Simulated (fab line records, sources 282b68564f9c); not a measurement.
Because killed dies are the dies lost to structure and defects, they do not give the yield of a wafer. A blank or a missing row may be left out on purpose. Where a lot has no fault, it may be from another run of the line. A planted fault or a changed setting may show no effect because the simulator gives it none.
Which tool did it? -- flow ritCmos -- 14 lots with 42 wafers sampled at 3 steps, on a route of 202 steps

WHAT EACH GAUGE READ, for each wafer
RIT_FOX2_THK_MEAS_90.
lot,measured,on,FIELD_OXIDE_LEFT_1_THK (nm)
L188,day 2 05:21,filmMetro-03,319 319 315
L189,day 2 09:05,filmMetro-01,333 327 327
L190,day 2 09:10,filmMetro-02,329 329 326
L191,day 2 17:26,filmMetro-01,334 334 336
L192,day 2 21:14,filmMetro-01,324 326 324
L194,day 3 02:50,filmMetro-01,317 311 320
L197,day 3 23:41,filmMetro-03,322 323 322
L198,day 4 02:14,filmMetro-02,307 309 312
L200,day 4 08:31,filmMetro-01,323 330 331
L202,day 4 20:04,filmMetro-03,324 325 318
L204,day 5 05:49,filmMetro-03,320 311 312
L206,day 5 14:41,filmMetro-01,314 318 317
L208,day 6 01:04,filmMetro-02,326 325 320
L210,day 6 12:10,filmMetro-02,317 315 319

RIT_PRETRO_OVL_MEAS_06.
lot,measured,on,PRETRO_OVL (nm)
L188,day 2 18:12,overlay-02,-0.9 -0.8 -0.1
L189,day 2 22:22,overlay-01,-0.5 0.9 0.4
L190,day 2 22:37,overlay-01,-0.1 0.5 0.7
L191,day 3 04:45,overlay-02,-0.3 -2.4 -1.3
L192,day 3 09:07,overlay-01,-0.2 1.6 0.0
L194,day 3 15:38,overlay-02,-1.4 -1.8 -1.3
L197,day 4 12:36,overlay-02,-0.2 -0.6 -0.5
L198,day 4 13:55,overlay-01,-1.8 -0.7 -0.7
L200,day 4 20:30,overlay-02,-0.7 -2.4 -1.0
L202,day 5 08:50,overlay-02,-3.5 -2.5 -3.4
L204,day 5 18:04,overlay-02,-3.3 -1.4 -2.3
L206,day 6 03:54,overlay-02,0.1 0.4 -1.1
L208,day 6 14:10,overlay-02,-2.3 -1.2 -1.8
L210,day 7 00:30,overlay-02,0.3 0.2 1.5

WHICH TOOL RAN EACH LOT (tool, then ch and the chambers of the sampled wafers, then the start)
lot,RIT_ACTIVE_COAT_06
L188,"lithoTrack-03 ch 0, day 1 14:07"
L189,"lithoTrack-04 ch 0, day 1 21:25"
L190,"lithoTrack-01 ch 0, day 2 01:42"
L191,"lithoTrack-01 ch 0, day 2 08:35"
L192,"lithoTrack-01 ch 0, day 2 11:52"
L194,"lithoTrack-04 ch 0, day 2 20:46"
L197,"lithoTrack-01 ch 0, day 3 13:10"
L198,"lithoTrack-01 ch 0, day 3 16:38"
L200,"lithoTrack-01 ch 0, day 4 02:55"
L202,"lithoTrack-04 ch 0, day 4 12:50"
L204,"lithoTrack-04 ch 0, day 4 21:44"
L206,"lithoTrack-04 ch 0, day 5 07:49"
L208,"lithoTrack-04 ch 0, day 5 18:19"
L210,"lithoTrack-03 ch 0, day 6 03:44"
- RIT_ACTIVE_COAT_06: resist thk 1000 nm.

WHAT THE TOOLS THEMSELVES READ (means of the sampled wafers that have a number; where no wafer has one, the mark that the record gives instead)
RIT_ACTIVE_COAT_06.
lot,tool,exhaustPa (Pa),resistLineTempC (C),spinSpeedRpm (rpm)
L188,lithoTrack-03,44.6,22.93,3250.2
L189,lithoTrack-04,43.2,22.93,3248.3
L190,lithoTrack-01,44.9,22.92,3249.1
L191,lithoTrack-01,44.7,23.02,3249.4
L192,lithoTrack-01,45.2,22.99,3249.7
L194,lithoTrack-04,44.8,22.90,3248.8
L197,lithoTrack-01,43.9,23.07,3148.3
L198,lithoTrack-01,46.7,23.05,3147.9
L200,lithoTrack-01,45.4,23.03,3148.1
L202,lithoTrack-04,45.1,22.96,3249.6
L204,lithoTrack-04,47.4,22.98,3252.3
L206,lithoTrack-04,46.4,22.91,3251.9
L208,lithoTrack-04,43.9,22.94,3252.3
L210,lithoTrack-03,46.1,22.90,3249.6

THE ANSWER, worked out from the rows above alone
Rule: the lots themselves supply what counts as usual. Put in order of their means at a reading, lots are off if they are a third of the lots or fewer, leave a main group of 4 or more, and stand apart from it by a gap of 3 or more times the standard deviation of the main group's means; of several such gaps the widest counts. Not used: any main group whose means are identical at the precision the tables above print for the reading. Also off: a lot with no number at a reading for which 4 or more lots have one. The other lots that the step has rows for count as sound. After the gauges, taken in route order, come the tools' own readings; for these a lot's mean is taken, as printed above. The first step at which some lot is off is used, and at that step the reading that is off furthest; a lot without a number counts as furthest.
Off: L197, L198, L200, at RIT_ACTIVE_COAT_06 (spinSpeedRpm). Main group: mean 3250.1 rpm, sd 1.3.
If a tool, at that step or one of the process steps before it, ran each lot that is off and ran no sound lot following the first of them, it fits. One fits: RIT_ACTIVE_COAT_06 on lithoTrack-01. Its last sound lot is L192 (day 2 11:52), its first lot that is off L197 (day 3 13:10): a fault that began between those two fits.
On the lots that are off, the tool's own readings at RIT_ACTIVE_COAT_06 differ by more than 5 times the standard deviation of the sound lots' means, which bears it out; spinSpeedRpm reads 3148.1 rpm there versus 3250.1 rpm on the sound lots.

WHAT THE SIMULATOR PUT IN
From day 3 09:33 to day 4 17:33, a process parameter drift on lithoTrack-01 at RIT_ACTIVE_COAT_06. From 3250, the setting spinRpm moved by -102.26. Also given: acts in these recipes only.
Lots struck among those shown: L197, L198, L200. The rule above reached the same finding.
